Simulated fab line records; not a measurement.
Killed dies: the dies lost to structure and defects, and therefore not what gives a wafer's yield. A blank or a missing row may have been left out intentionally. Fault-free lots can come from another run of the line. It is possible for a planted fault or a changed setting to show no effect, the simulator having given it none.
Split-lot study    flow berkeley_cmos170    on a route of 331 steps: 5 lots, 27 wafers read

THE SPLIT ITSELF
At UCB170_M3_METAL_ETCH_18 (etches Al in Cl2/BCl3, stops on SiO2, target depth 1170 nm, time 195 s), the setting target_depth_a was moved away from the recipe's 11700 angstrom on 9 of the 27 wafers read, by -35.6% to +54.1%. All remaining wafers had this setting at the recipe value.

BETWEEN THE SPLIT AND THE READING: the file shows 1 step in between
- UCB170_M3_STRIP_19: strips in O2

THE READING
cd_nm at UCB170_M3_CD_MEAS_90, given in nm (cd target 700 nm). A value of 699 nm with a standard deviation of 4.9 nm is what fault-free wafers of this fab line usually give.

wafer   tool, chamber at the split  target_depth_a as run, angstrom  against the recipe  cd_nm, nm  against lot-mates on the recipe
L074.1  rie_metal-03, 1             7533                             -35.6%              723        +17
L074.2  rie_metal-03, 0             11700                            recipe              705        -
L074.3  rie_metal-03, 1             7533                             -35.6%              718        +12
L074.4  rie_metal-03, 0             7533                             -35.6%              724        +18
L074.5  rie_metal-03, 0             11700                            recipe              709        -
L074.6  rie_metal-03, 1             11700                            recipe              704        -
L078.1  rie_metal-04, 1             11700                            recipe              689        -
L078.4  rie_metal-04, 0             11700                            recipe              698        -
L078.6  rie_metal-04, 0             11700                            recipe              697        -
L081.1  rie_metal-01, 0             9507                             -18.7%              707        +11
L081.2  rie_metal-01, 1             9507                             -18.7%              704        +8
L081.3  rie_metal-01, 1             11700                            recipe              696        -
L081.4  rie_metal-01, 0             9507                             -18.7%              705        +9
L081.5  rie_metal-01, 0             11700                            recipe              697        -
L081.6  rie_metal-01, 1             11700                            recipe              694        -
L085.1  rie_metal-01, 1             18030                            +54.1%              673        -24
L085.2  rie_metal-01, 0             11700                            recipe              699        -
L085.3  rie_metal-01, 1             18030                            +54.1%              674        -23
L085.4  rie_metal-01, 0             11700                            recipe              695        -
L085.5  rie_metal-01, 1             11700                            recipe              698        -
L085.6  rie_metal-01, 0             18030                            +54.1%              673        -24
L083.1  rie_metal-03, 1             11700                            recipe              698        -
L083.2  rie_metal-03, 0             11700                            recipe              704        -
L083.3  rie_metal-03, 0             11700                            recipe              705        -
L083.4  rie_metal-03, 1             11700                            recipe              696        -
L083.5  rie_metal-03, 0             11700                            recipe              704        -
L083.6  rie_metal-03, 1             11700                            recipe              697        -

THE FIT
A straight line over all 27 wafers: cd_nm changes by -0.509 nm for each +1% of target_depth_a; r = -0.93; the points scatter about the line by 4.7 nm.
The same after taking each lot's own level away (the mean of its wafers on the recipe; 27 wafers): -0.448 nm for each +1%; r = -0.97; scatter 2.8 nm.
On that fit, the largest move of target_depth_a shifts the reading by 24 nm.
The span of the lots' own levels, 694.7 to 706.0 nm, comes to 2.3 times the standard deviation stated above.
In other words, the slope is changed by the lot-to-lot level; the two fits disagree.
Check: for one of the wafers moved furthest among these (+54.1%), held out of the fit, the line's prediction against its lot-mates is -24 nm. It came out at -24.3 nm against them.
Tool readings at the split's step, against how far the setting was moved: oes_product_au r = -0.98.

THE OTHER SPLITS THESE WAFERS WENT THROUGH
These wafers also went through other splits before the reading. Each is held against what the fit with the lots' levels taken away leaves over:
other split on the same wafers        wafers away from the commonest value  r with cd_nm (lot level and that fit taken away)
UCB170_ACTIVE_ETCH_15 target_depth_a  9                                     +0.16
UCB170_SPACER_CVD_00 time_s           6                                     -0.24
UCB170_SILICIDE_SPUTTER_01 time_s     9                                     -0.06
UCB170_V2_ETCH_14 time_s              12                                    -0.08

THE WHOLE CHAIN: every reading that the file lists as answering this split, in the file's order
step                     what it does                                                            reading                                                                    change (the file's fit)                    r (the file's)
UCB170_M3_METAL_ETCH_18  etches Al in Cl2/BCl3, stops on SiO2, target depth 1170 nm, time 195 s  oes_product_au                                                             -0.0036 a.u. for each +1% of the setting   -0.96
UCB170_M3_METAL_ETCH_18  etches Al in Cl2/BCl3, stops on SiO2, target depth 1170 nm, time 195 s  KrF_of_M3_COAT_10.thk_nm (the simulator's own value, which no gauge read)  -4.94 nm for each +1% of the setting       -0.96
UCB170_M3_STRIP_19       strips in O2                                                            oes_product_au                                                             -0.00468 a.u. for each +1% of the setting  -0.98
UCB170_M3_CD_MEAS_90     target cd 700 nm                                                        cd_nm                                                                      -0.442 nm for each +1% of the setting      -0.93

FILE'S OWN FIT
cd_nm changes by -0.442 nm for each +1% of target_depth_a, r = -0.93.
